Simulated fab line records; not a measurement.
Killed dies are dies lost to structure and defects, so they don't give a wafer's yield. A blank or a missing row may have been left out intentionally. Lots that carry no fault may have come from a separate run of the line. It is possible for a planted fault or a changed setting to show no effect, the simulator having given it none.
Code-filled problem report in 8D (eight disciplines) form | flow rit_cmos | the parts of the form that need people (team, actions taken, sign-off) are left out

== 1. THE PROBLEM ==
Wafers free of any fault read 3.00 nm (standard deviation 0.062) for GATE_OXIDE_THK at RIT_GATE_THK_MEAS_07, against a mean of 2.70 nm on 6 wafers of 2 lots. Relative to the usual mean, that is a shift of -4.9 standard deviations.
First observed at day 4 02:26: wafer L507.1, on film_metro-01. The record has a number at this step for 42 wafers belonging to 14 lots. Rule for "out" (also "out of limits"): further than 4 standard deviations from the usual mean. The other wafers with a number count as sound.

== 2. WHAT IT IS; WHAT IT IS NOT ==
question                    | is                     | is not
which readings at this step | GATE_OXIDE_THK         | -
which lots                  | L507, L510             | L499, L500, L503, L504, L506, L508, L509, L513, L517, L518, L519, L520
which wafers of those lots  | all that have a number | -
read on which gauges        | film_metro-01          | film_metro-03, film_metro-04
when                        | from day 4 02:26       | up to then (15 sound wafers); but 21 sound wafers of L508, L509, L513, L517, L518, L519, L520 came after

== 3. WHAT RULES OUT EACH SUSPECT ==
Counting: any tool at a process step up to the reading is kept as a suspect provided that every lot that is out went through it and no sound lot did after the first of them.
- the gauge at RIT_GATE_THK_MEAS_07: kept. All the wafers that are out were read on film_metro-01, and no step on other tools shows them out.
- furnace-02 at RIT_GATE_OXIDATION_05 (target thk 3 nm, ox time 270 s): kept. It processed each lot that is out, first L507 at day 3 23:48, and no sound lot thereafter; up to then, the last sound lot it processed was L506 at day 3 19:16.
What counting leaves: furnace-02 at RIT_GATE_OXIDATION_05 and film_metro-01 at RIT_GATE_THK_MEAS_07.

== 4. THE CAUSE (what the simulator had put in) ==
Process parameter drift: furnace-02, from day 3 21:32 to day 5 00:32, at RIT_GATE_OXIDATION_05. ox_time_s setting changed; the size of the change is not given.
After counting, 2 suspects remain, this tool included.

== 5. SEQUENCE OF EFFECTS, ordered by route ==
Each row: a reading whose mean over the struck wafers that have a number lies more than 3 standard deviations from the usual. Only readings whose record carries a usual standard deviation are examined. hours: median over the lots of the time between each lot's start at the first step of this table that gives one and its start at this step. sigmas: the change, counted in usual standard deviations.
hours | step                 | reading        | usual   | on struck wafers | change | sigmas
0     | RIT_GATE_THK_MEAS_07 | GATE_OXIDE_THK | 3.00 nm | 2.70             | -0.30  | -4.9

== 6. HOW IT WOULD HAVE BEEN CAUGHT EARLIER ==
In this record the first reading out of limits at a measuring or inspecting step was taken at day 4 02:26, 5 hours after the fault began at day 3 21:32.
No tool reading at RIT_GATE_OXIDATION_05 that has a usual standard deviation in the record was out on any struck wafer, so an alarm limit of 4 standard deviations on those readings would not have fired.
Among the 2 lots that are out, L510 began RIT_GATE_OXIDATION_05 on furnace-02 after day 4 02:26. Had the tool been put on hold then, it would have been spared.
